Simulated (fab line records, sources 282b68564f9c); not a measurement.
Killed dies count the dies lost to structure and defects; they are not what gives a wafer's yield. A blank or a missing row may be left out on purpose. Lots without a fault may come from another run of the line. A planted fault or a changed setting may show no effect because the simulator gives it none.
Matching of chambers -- flow rit cmos -- RIT_GATE_ETCH_19 on rie si-01 has 4 sister chambers
The step etches poly-Si in SF6/CHF3/O2, stops on SiO2, time 165 s, target depth 312.5 nm. 4 wafers are shown with their chamber, then 7 later ones without.

## WAFERS, EACH WITH ITS CHAMBER
wafer,chamber,throttle valve pct (%)
L683.1,1,10.33
L683.2,3,10.35
L685.3,0,10.52
L689.5,2,9.96

## WAFERS WHOSE CHAMBER IS MISSING
wafer,throttle valve pct (%)
L689.6,10.34
L695.2,9.96
L695.3,10.34
L695.5,10.34
L697.3,10.32
L697.4,10.34
L697.5,10.52

## EACH ONE'S CHAMBER
wafer,from the rows above,in truth
L689.6,can't be placed: 1 or 3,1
L695.2,2,2
L695.3,can't be placed: 1 or 3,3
L695.5,can't be placed: 1 or 3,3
L697.3,1,1
L697.4,can't be placed: 1 or 3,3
L697.5,0,0
Placed correctly: 3 of 7. From these rows, 4 cannot be placed; in 4 the true chamber is one of the candidates. Placed wrongly: 0.
How it was worked out, from the rows above alone: a wafer's distance from a chamber is the root of the sum, over the readings, of the square of ((its reading less the chamber's mean) divided by the reading's scatter). The wafer belongs to the nearest chamber; if the next one is less than 2 further off, it can't be placed. A chamber's mean is the mean of its shown wafers. The scatter: with one shown wafer a chamber, the root of the mean of the squares of how far each hidden wafer lies from its nearest shown one.
